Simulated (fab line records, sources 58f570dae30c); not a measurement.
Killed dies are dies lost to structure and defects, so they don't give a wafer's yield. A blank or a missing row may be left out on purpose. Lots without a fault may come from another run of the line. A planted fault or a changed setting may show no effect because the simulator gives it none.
Which tool did it? | flow berkeley_cmos170 | 14 lots, 42 wafers sampled, at 6 steps of a route of 331

WHAT THE GAUGES READ, wafer by wafer
UCB170_NWELL_THK_MEAS_02.
lot  | measured    | on            | NWELL_OXIDE_THK (nm)
L308 | day 2 03:44 | film_metro-03 | 26.2 26.1 26.2
L309 | day 2 03:44 | film_metro-04 | 26.4 26.9 26.8
L310 | day 2 10:10 | film_metro-04 | 26.7 26.6 27.0
L311 | day 2 15:40 | film_metro-01 | 26.5 26.5 26.7
L312 | day 2 18:22 | film_metro-03 | 26.4 26.5 26.8
L313 | day 3 01:52 | film_metro-03 | 26.8 27.1 26.8
L314 | day 3 08:34 | film_metro-04 | 26.2 26.1 26.4
L315 | day 3 13:54 | film_metro-01 | 26.7 27.2 27.0
L316 | day 3 13:54 | film_metro-04 | 27.1 27.2 26.7
L321 | day 4 16:41 | film_metro-03 | 26.5 26.5 26.7
L323 | day 5 00:36 | film_metro-03 | 26.3 25.6 26.3
L324 | day 5 07:32 | film_metro-01 | 26.7 26.8 26.8
L325 | day 5 15:49 | film_metro-01 | 26.7 27.0 27.0
L330 | day 6 18:09 | film_metro-03 | 25.6 25.5 25.4

UCB170_PWELL_THK_MEAS_06.
lot  | measured    | on            | PWELL_NITRIDE_THK (nm)
L308 | day 3 01:37 | film_metro-04 | 224.6 223.5 224.1
L309 | day 3 01:37 | film_metro-02 | 222.8 223.4 222.1
L310 | day 3 11:08 | film_metro-02 | 223.8 222.6 222.7
L311 | day 3 16:06 | film_metro-01 | 219.8 220.2 220.4
L312 | day 3 17:23 | film_metro-01 | 220.1 221.9 221.9
L313 | day 3 21:58 | film_metro-01 | 218.5 218.3 216.5
L314 | day 4 12:37 | film_metro-01 | 219.1 221.1 221.4
L315 | day 4 12:37 | film_metro-04 | 222.4 223.2 223.9
L316 | day 4 12:37 | film_metro-02 | 220.9 220.8 221.0
L321 | day 5 17:59 | film_metro-04 | 220.4 221.2 219.9
L323 | day 6 01:26 | film_metro-02 | 177.5 177.3 174.5
L324 | day 6 11:17 | film_metro-01 | 220.0 220.6 217.7
L325 | day 6 18:04 | film_metro-01 | 178.1 179.5 179.7
L330 | day 7 19:46 | film_metro-01 | 218.7 221.3 219.0

UCB170_SCREENOX_THK_MEAS_02.
lot  | measured     | on            | SCREENOX_OXIDE_THK (nm)
L308 | day 5 07:41  | film_metro-02 | 14.47 14.37 14.21
L309 | day 5 07:41  | film_metro-03 | 13.77 14.23 13.95
L310 | day 5 16:05  | film_metro-01 | 14.30 14.43 14.44
L311 | day 6 01:08  | film_metro-03 | 14.51 14.92 14.79
L312 | day 6 01:10  | film_metro-02 | 14.42 14.61 14.72
L313 | day 6 01:08  | film_metro-01 | 14.53 14.62 14.59
L314 | day 7 01:19  | film_metro-01 | 14.13 14.08 13.88
L315 | day 7 01:19  | film_metro-02 | 14.34 14.57 14.62
L316 | day 7 01:19  | film_metro-03 | 14.42 14.76 14.52
L321 | day 8 03:00  | film_metro-02 | 14.44 14.40 14.31
L323 | day 8 02:58  | film_metro-03 | 14.83 15.02 15.07
L324 | day 8 13:46  | film_metro-02 | 14.47 14.41 14.56
L325 | day 9 00:04  | film_metro-02 | 14.09 14.27 14.42
L330 | day 10 06:10 | film_metro-02 | 14.30 14.38 14.36

UCB170_NSD_OVL_MEAS_07.
lot  | measured     | on         | NSD_OVL (nm)
L308 | day 6 15:04  | overlay-01 | -11 -9 -12
L309 | day 6 15:19  | overlay-02 | -4 -3 -8
L310 | day 7 00:27  | overlay-01 | -1 1 0
L311 | day 7 11:53  | overlay-01 | 1 1 2
L312 | day 7 11:24  | overlay-01 | -8 -1 -2
L313 | day 7 11:38  | overlay-01 | 5 3 -5
L314 | day 8 12:13  | overlay-02 | 8 6 5
L315 | day 8 12:19  | overlay-02 | 3 0 6
L316 | day 8 12:34  | overlay-02 | -16 -6 -6
L321 | day 9 17:27  | overlay-01 | 0 -2 -5
L323 | day 9 17:31  | overlay-02 | -2 2 4
L324 | day 10 02:07 | overlay-02 | 10 -4 -2
L325 | day 10 15:04 | overlay-02 | 0 -2 4
L330 | day 11 20:41 | overlay-02 | -5 0 -6

WHICH TOOL RAN EACH LOT (tool, then ch and the chambers of the sampled wafers, then the start)
lot  | UCB170_PWELL_CVD_05        | UCB170_PWELL_ETCH_14
L308 | lpcvd-01 ch 0, day 2 23:41 | rie_diel-04 ch 0,2,3, day 3 02:53
L309 | lpcvd-01 ch 0, day 2 23:41 | rie_diel-01 ch 0,1,2, day 3 03:02
L310 | lpcvd-01 ch 0, day 3 08:15 | rie_diel-01 ch 1,2, day 3 12:22
L311 | lpcvd-01 ch 1, day 3 13:14 | rie_diel-01 ch 0,1, day 3 17:16
L312 | lpcvd-02 ch 0, day 3 15:26 | rie_diel-04 ch 0,2,3, day 3 18:42
L313 | lpcvd-02 ch 0, day 3 20:04 | rie_diel-02 ch 0,2, day 3 23:02
L314 | lpcvd-02 ch 0, day 4 10:42 | rie_diel-04 ch 1,3, day 4 13:33
L315 | lpcvd-02 ch 1, day 4 10:42 | rie_diel-01 ch 0,1, day 4 14:05
L316 | lpcvd-02 ch 1, day 4 10:42 | rie_diel-02 ch 2,3, day 4 13:49
L321 | lpcvd-02 ch 1, day 5 16:04 | rie_diel-01 ch 1,2, day 5 19:46
L323 | lpcvd-01 ch 1, day 5 23:31 | rie_diel-02 ch 0,1,3, day 6 02:35
L324 | lpcvd-02 ch 1, day 6 09:23 | rie_diel-04 ch 0,2, day 6 12:14
L325 | lpcvd-01 ch 0, day 6 16:08 | rie_diel-04 ch 0,1,3, day 6 19:02
L330 | lpcvd-02 ch 1, day 7 16:53 | rie_diel-02 ch 2,3, day 7 20:52
- UCB170_PWELL_CVD_05: deposits Si3N4 from SiH2Cl2/NH3, target thk 220 nm, time 3300 s.
- UCB170_PWELL_ETCH_14: etches Si3N4 in CH3F/Ar/O2, stops on SiO2, target depth 242 nm, time 151 s.

WHAT THE TOOLS THEMSELVES READ (means of the sampled wafers that have a number; where no wafer has one, the mark that the record gives instead)
UCB170_PWELL_CVD_05.
lot  | tool     | pressure_mtorr (mTorr)
L308 | lpcvd-01 | 199.9
L309 | lpcvd-01 | 200.2
L310 | lpcvd-01 | 200.4
L311 | lpcvd-01 | 199.8
L312 | lpcvd-02 | 200.1
L313 | lpcvd-02 | 199.4
L314 | lpcvd-02 | 199.2
L315 | lpcvd-02 | 200.2
L316 | lpcvd-02 | 199.7
L321 | lpcvd-02 | 200.0
L323 | lpcvd-01 | 100.1
L324 | lpcvd-02 | 199.6
L325 | lpcvd-01 | 100.2
L330 | lpcvd-02 | 199.7

UCB170_PWELL_ETCH_14.
lot  | tool        | drypump_motor_current_A (A) | oes_product_au (a.u.) | throttle_valve_pct (%)
L308 | rie_diel-04 | 6.1                         | 0.947                 | 8.25
L309 | rie_diel-01 | 5.7                         | 0.940                 | 7.99
L310 | rie_diel-01 | 5.8                         | 0.940                 | 7.94
L311 | rie_diel-01 | 5.6                         | 0.935                 | 7.94
L312 | rie_diel-04 | 6.1                         | 0.943                 | 8.24
L313 | rie_diel-02 | 6.5                         | 0.937                 | 7.99
L314 | rie_diel-04 | 6.1                         | 0.950                 | 8.23
L315 | rie_diel-01 | 5.6                         | 0.942                 | 8.06
L316 | rie_diel-02 | 6.1                         | 0.939                 | 7.94
L321 | rie_diel-01 | 5.8                         | 0.937                 | 7.93
L323 | rie_diel-02 | 5.8                         | 0.824                 | 7.98
L324 | rie_diel-04 | 6.0                         | 0.938                 | 8.27
L325 | rie_diel-04 | 6.0                         | 0.835                 | 8.20
L330 | rie_diel-02 | 6.5                         | 0.938                 | 7.97

THE ANSWER, worked out from the rows above alone
Rule: what is usual is taken from the lots themselves. Put in order of their means at a reading, lots are off if they are a third of the lots or fewer, leave a main group of 4 or more, and stand apart from it by a gap of 3 or more times the standard deviation of the main group's means; of several such gaps the widest counts. A main group whose means are all the same, to the digits that the tables above print for the reading, isn't used. A lot without any number at a reading at which 4 lots or more have one is off too. The other lots that the step has rows for count as sound. The gauges are gone through in route order, then the tools' own readings, and for those a lot's mean is taken as printed above. The first step at which some lot is off is used, and at that step the reading that is off furthest; a lot without a number counts as furthest.
Off: L323, L325, at UCB170_PWELL_THK_MEAS_06 (PWELL_NITRIDE_THK). The main group: mean 221.1 nm, standard deviation 1.8.
A tool fits if, at a process step before that reading, it ran every lot that is off, and no sound lot after the first of them. The gauges at UCB170_PWELL_THK_MEAS_06 aren't tried: what is off there is off at UCB170_PWELL_CVD_05 too, on other tools, and a gauge's error can't cause that. One fits: lpcvd-01 at UCB170_PWELL_CVD_05. Its last sound lot is L311 (day 3 13:14), its first lot that is off L323 (day 5 23:31): a fault that began between those two fits.
The tool's own readings at UCB170_PWELL_CVD_05 bear it out: on the lots that are off they differ by more than 5 times the standard deviation of the sound lots' means. pressure_mtorr reads 100.2 mTorr there against 199.8 mTorr on the sound lots.

WHAT THE SIMULATOR HAD PUT IN
Process parameter drift: lpcvd-01, from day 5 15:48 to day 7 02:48, at UCB170_PWELL_CVD_05. Setting pressure_mtorr, moved by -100, from 200. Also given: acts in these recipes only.
Lots struck among those shown: L323, L325. The rule above found the same.
